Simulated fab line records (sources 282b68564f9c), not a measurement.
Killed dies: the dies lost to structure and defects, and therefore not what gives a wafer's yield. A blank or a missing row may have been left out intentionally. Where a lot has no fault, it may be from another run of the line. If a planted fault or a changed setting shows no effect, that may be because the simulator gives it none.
fab line records + flow rit-cmos
record:
- lots: 13
- wafers: 39
- last-day: 7
route steps=202 shown SILICIDE@162 M1@202
lots that met no fault: taken from a fault-free run of the same line
start-h: hours from the record's first day to the start of the lot's first wafer shown + wait-h: hours elapsed since this lot's preceding step + " unchanged from the row above + L1.1+2: a single row standing in for several wafers + - value missing, or start not given + * or withheld: withheld + < > ~ a bound
route shown NAME@n: names a module that has steps shown in the file, with the first one's number in the route + usual: average and standard deviation across the fault-free wafers + same: alike in all rows + chamber/n: place in a boat + sites: readings site by site + _std_site: their standard deviation + _edge_site: outer sites' mean less inner sites' + radius-mm: for every site, how far away it sits from the centre of the wafer + mask NAME#n: copy n + behind: the most recent tool/chamber to have shaped the wafer + hold: why the lot went on hold/how many hours it stayed there/how the hold came to an end + device: the n, p or np transistor that did not switch + end of line: at the end of the route, the tests of the same wafers + step lacking rows: just its recipe + killed: count of dies lost to structure and defects at first sort (not the wafer's yield) + map: the dies of a wafer, with x for killed, . for not killed, _ for no die there
set.NAME: the setting as run; set.NAME@STEP: as run at that earlier step + model.NAME: the simulator's own value behind a step, which no gauge read
the route's steps for a sample of lots (tables are steps, rows are wafers)
services: a tool's chamber out of use, with start hour (start-h, from the record's first day; less than 0 if before it), hours out, and reason
== steps ==
step: RIT_SILICIDE_SPUTTER_01
recipe:
- material: Ti
- target-thk-nm: 30
- power-w: 350
- chamber-pressure-pa: 0.667
- gas: Ar
- time-s: 240
- substrate-temp-c: 25
usual:
- throttle-valve-pct: 30.0/0.98
| lot.wafer | tool           | chamber | start-h | wait-h | throttle-valve-pct |
|-----------|----------------|---------|---------|--------|--------------------|
| L991.1    | pvd-sputter-02 | -       | 59.50   | 0.0    | 29.8               |
| L991.2    | "              | -       | "       | "      | 29.4               |
| L991.5    | "              | -       | "       | "      | 29.5               |
| L992.2    | pvd-sputter-03 | -       | 62.65   | 0.0    | 31.9               |
| L992.3    | "              | -       | "       | "      | 29.3               |
| L992.6    | "              | -       | "       | "      | 30.0               |
| L993.1    | pvd-sputter-02 | -       | 70.37   | 0.0    | 30.9               |
| L993.5    | "              | -       | "       | "      | 30.9               |
| L993.6    | "              | -       | "       | "      | 30.1               |
| L994.2    | pvd-sputter-03 | -       | 72.79   | 0.0    | 31.1               |
| L994.4    | "              | -       | "       | "      | 30.2               |
| L994.6    | "              | -       | "       | "      | 32.0               |
| L996.2    | pvd-sputter-01 | -       | 82.73   | 0.0    | 30.8               |
| L996.3    | "              | -       | "       | "      | 29.0               |
| L996.6    | "              | -       | "       | "      | 31.2               |
| L999.1    | pvd-sputter-02 | -       | 101.94  | 0.0    | 29.5               |
| L999.3    | "              | -       | "       | "      | 29.8               |
| L999.5    | "              | -       | "       | "      | 29.2               |
| L104.2    | pvd-sputter-01 | -       | 127.39  | 0.0    | 30.4               |
| L104.3    | "              | -       | "       | "      | 28.4               |
| L104.5    | "              | -       | "       | "      | 30.7               |
| L106.2    | pvd-sputter-01 | -       | 136.27  | 0.0    | 28.4               |
| L106.3    | "              | -       | "       | "      | 29.6               |
| L106.6    | "              | -       | "       | "      | 28.5               |
| L108.1    | pvd-sputter-01 | -       | 145.33  | 0.0    | 30.8               |
| L108.3    | "              | -       | "       | "      | 28.3               |
| L108.4    | "              | -       | "       | "      | 29.2               |
| L110.1    | pvd-sputter-01 | -       | 157.47  | 0.0    | 29.1               |
| L110.3    | "              | -       | "       | "      | 31.1               |
| L110.5    | "              | -       | "       | "      | 28.3               |
| L111.1    | pvd-sputter-02 | -       | 162.57  | 0.0    | 30.8               |
| L111.4    | "              | -       | "       | "      | 29.1               |
| L111.5    | "              | -       | "       | "      | 29.8               |
| L112.4    | pvd-sputter-03 | -       | 164.10  | 0.0    | 29.4               |
| L112.5    | "              | -       | "       | "      | 29.3               |
| L112.6    | "              | -       | "       | "      | 29.8               |
| L113.2    | pvd-sputter-02 | -       | 172.29  | 0.0    | 30.8               |
| L113.4    | "              | -       | "       | "      | 29.0               |
| L113.6    | "              | -       | "       | "      | 31.0               |
step: RIT_SILICIDE_RS_MEAS_02
recipe:
- thk-meas-gauge: four-point-probe
- reads: Ti_of_SILICIDE_SPUTTER_01
usual:
- SILICIDE_TI_RS: 47.6/0.67
| lot.wafer | tool          | chamber | start-h | wait-h | SILICIDE_TI_RS[ohm/sq] |
|-----------|---------------|---------|---------|--------|------------------------|
| L991.1    | film-metro-04 | -       | 59.65   | 0.1    | 46.7                   |
| L991.2    | "             | -       | "       | "      | 46.4                   |
| L991.5    | "             | -       | "       | "      | 46.2                   |
| L992.2    | film-metro-01 | -       | 62.82   | 0.1    | 48.5                   |
| L992.3    | "             | -       | "       | "      | 48.9                   |
| L992.6    | "             | -       | "       | "      | 48.6                   |
| L993.1    | film-metro-01 | -       | 70.56   | 0.1    | 47.1                   |
| L993.5    | "             | -       | "       | "      | 46.7                   |
| L993.6    | "             | -       | "       | "      | 47.3                   |
| L994.2    | film-metro-01 | -       | 72.96   | 0.1    | 47.8                   |
| L994.4    | "             | -       | "       | "      | 48.1                   |
| L994.6    | "             | -       | "       | "      | 48.2                   |
| L996.2    | film-metro-02 | -       | 82.90   | 0.1    | 47.9                   |
| L996.3    | "             | -       | "       | "      | 47.3                   |
| L996.6    | "             | -       | "       | "      | 47.6                   |
| L999.1    | film-metro-04 | -       | 102.09  | 0.1    | 45.7                   |
| L999.3    | "             | -       | "       | "      | 42.3                   |
| L999.5    | "             | -       | "       | "      | 46.3                   |
| L104.2    | film-metro-01 | -       | 127.56  | 0.1    | 47.1                   |
| L104.3    | "             | -       | "       | "      | 46.8                   |
| L104.5    | "             | -       | "       | "      | 47.1                   |
| L106.2    | film-metro-04 | -       | 136.44  | 0.1    | 47.5                   |
| L106.3    | "             | -       | "       | "      | 47.4                   |
| L106.6    | "             | -       | "       | "      | 47.6                   |
| L108.1    | film-metro-02 | -       | 145.48  | 0.1    | 47.8                   |
| L108.3    | "             | -       | "       | "      | 47.9                   |
| L108.4    | "             | -       | "       | "      | 47.9                   |
| L110.1    | film-metro-01 | -       | 157.62  | 0.1    | 47.4                   |
| L110.3    | "             | -       | "       | "      | 47.5                   |
| L110.5    | "             | -       | "       | "      | 47.6                   |
| L111.1    | film-metro-02 | -       | 162.72  | 0.1    | 48.0                   |
| L111.4    | "             | -       | "       | "      | 47.5                   |
| L111.5    | "             | -       | "       | "      | 47.5                   |
| L112.4    | film-metro-02 | -       | 164.31  | 0.1    | 49.1                   |
| L112.5    | "             | -       | "       | "      | 48.9                   |
| L112.6    | "             | -       | "       | "      | 48.7                   |
| L113.2    | film-metro-01 | -       | 172.46  | 0.1    | 47.6                   |
| L113.4    | "             | -       | "       | "      | 47.5                   |
| L113.6    | "             | -       | "       | "      | 47.7                   |
step: RIT_SILICIDE_THK_MEAS_03
recipe:
- thk-meas-gauge: xrf
- reads: Ti_of_SILICIDE_SPUTTER_01
usual:
- SILICIDE_TI_THK: 30.6/0.37
| lot.wafer | tool          | chamber | start-h | wait-h | SILICIDE_TI_THK[nm] |
|-----------|---------------|---------|---------|--------|---------------------|
| L991.1    | film-metro-04 | -       | 59.77   | 0.1    | 30.9                |
| L991.2    | "             | -       | "       | "      | 31.1                |
| L991.5    | "             | -       | "       | "      | 31.3                |
| L992.2    | film-metro-01 | -       | 62.93   | 0.1    | 30.3                |
| L992.3    | "             | -       | "       | "      | 29.9                |
| L992.6    | "             | -       | "       | "      | 30.2                |
| L993.1    | film-metro-01 | -       | 70.68   | 0.1    | 31.1                |
| L993.5    | "             | -       | "       | "      | 31.2                |
| L993.6    | "             | -       | "       | "      | 30.9                |
| L994.2    | film-metro-01 | -       | 73.07   | 0.1    | 30.5                |
| L994.4    | "             | -       | "       | "      | 30.4                |
| L994.6    | "             | -       | "       | "      | 30.2                |
| L996.2    | film-metro-02 | -       | 83.01   | 0.1    | 30.5                |
| L996.3    | "             | -       | "       | "      | 30.9                |
| L996.6    | "             | -       | "       | "      | 30.6                |
| L999.1    | film-metro-04 | -       | 102.21  | 0.1    | 31.6                |
| L999.3    | "             | -       | "       | "      | 33.5                |
| L999.5    | "             | -       | "       | "      | 31.2                |
| L104.2    | film-metro-01 | -       | 127.67  | 0.1    | 31.0                |
| L104.3    | "             | -       | "       | "      | 31.1                |
| L104.5    | "             | -       | "       | "      | 31.1                |
| L106.2    | film-metro-04 | -       | 136.55  | 0.1    | 30.5                |
| L106.3    | "             | -       | "       | "      | 30.7                |
| L106.6    | "             | -       | "       | "      | 30.4                |
| L108.1    | film-metro-02 | -       | 145.60  | 0.1    | 30.5                |
| L108.3    | "             | -       | "       | "      | 30.5                |
| L108.4    | "             | -       | "       | "      | 30.6                |
| L110.1    | film-metro-01 | -       | 157.74  | 0.1    | 30.8                |
| L110.3    | "             | -       | "       | "      | 30.8                |
| L110.5    | "             | -       | "       | "      | 30.5                |
| L111.1    | film-metro-02 | -       | 162.84  | 0.1    | 30.2                |
| L111.4    | "             | -       | "       | "      | 30.5                |
| L111.5    | "             | -       | "       | "      | 30.4                |
| L112.4    | film-metro-02 | -       | 164.40  | 0.1    | 29.8                |
| L112.5    | "             | -       | "       | "      | 29.9                |
| L112.6    | "             | -       | "       | "      | 30.2                |
| L113.2    | film-metro-01 | -       | 172.57  | 0.1    | 30.5                |
| L113.4    | "             | -       | "       | "      | 30.2                |
| L113.6    | "             | -       | "       | "      | 30.5                |
step: RIT_M1_PROBE_99
usual:
- killed-at-contacts: 0.1/0.23
- killed-at-front-end: 6.7/2.7
- killed-dies: 6.7/2.7
- killed-open: 3.2/1.8
- killed-short: 3.5/1.9
same:
- gross-dies: 264
- killed_at_M0_to_M3: 0
- killed_at_M4_up: 0
- killed-at-back-side: 0
- killed-at-other: 0
| lot.wafer | tool      | chamber | start-h | wait-h | killed-at-contacts | killed-at-front-end | killed-dies | killed-open | killed-short |
|-----------|-----------|---------|---------|--------|--------------------|---------------------|-------------|-------------|--------------|
| L106.2    | prober-02 | -       | 143.20  | 0.1    | 0                  | 4                   | 4           | 1           | 3            |
| L106.3    | prober-02 | -       | 143.25  | 0.2    | 0                  | 5                   | 5           | 2           | 3            |
| L106.6    | prober-02 | -       | 143.40  | 0.2    | 0                  | 5                   | 5           | 2           | 3            |
| L111.1    | prober-01 | -       | 169.57  | 0.1    | 0                  | 3                   | 3           | 1           | 2            |
| L111.4    | prober-01 | -       | 169.72  | 0.2    | 0                  | 3                   | 3           | 1           | 2            |
| L111.5    | prober-01 | -       | 169.77  | 0.2    | 0                  | 5                   | 5           | 4           | 1            |
killed by level:class
L106.2 GATE:geometric-particle:short=2 FOX2:geometric-particle:short=1 GATE:geometric-particle:open=1
L106.3 FOX1:geometric-particle:short=1 GATE:geometric-particle:short=1 GATE:geometric-particle:open=1 REOX:geometric-particle:short=1 SILICIDE:geometric-particle:open=1
L106.6 GATE:geometric-particle:open=1 GATE:geometric-particle:short=1 SPACER:geometric-particle:short=1 SILICIDE:geometric-particle:open=1 SILICIDE:geometric-particle:short=1
L111.1 REOX:geometric-particle:short=1 SPACER:geometric-particle:open=1 SILICIDE:geometric-particle:short=1
L111.4 GATE:geometric-particle:short=2 SPACER:geometric-particle:open=1
L111.5 FOX1:geometric-particle:open=2 SILICIDE:geometric-particle:open=2 GATE:geometric-particle:short=1
== services ==
| tool           | chamber | start-h | hours | kind   |
|----------------|---------|---------|-------|--------|
| pvd-sputter-02 | -       | 60.53   | 2.7   | repair |
| pvd-sputter-01 | -       | 70.48   | 3.5   | repair |
| pvd-sputter-01 | -       | 76.33   | 2.2   | repair |
== key ==
first-sign:
- step: RIT_SILICIDE_RS_MEAS_02
- reading: SILICIDE_TI_RS
- direction: down
- sigmas: 8
- usual: 47.6
- struck: 42.3
effect:
- step: RIT_SILICIDE_THK_MEAS_03
- reading: SILICIDE_TI_THK
- direction: up
- sigmas: 8.1
- usual: 30.6
- struck: 33.5
met-at RIT_SILICIDE_SPUTTER_01
struck-lots L999
struck-wafers L999.3
tester-left-out L999
onset-between 70.37 101.94
fault:
- kind: process-parameter-drift
- tool: pvd-sputter-02
- chamber: -
- onset-h: 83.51
- steps: RIT_SILICIDE_SPUTTER_01
- channel: time-s
- offset: *
- shape: step
- end-h: 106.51
- stated: *
- scope: struck-wafers-only
tester-left-out: of these lots the tester's yield and bins aren't shown, on N5 and GAA mostly nor the transistor test; their killed dies are dies lost to structure and defects alone, not to doping, threshold or leakage, so they don't give the yield
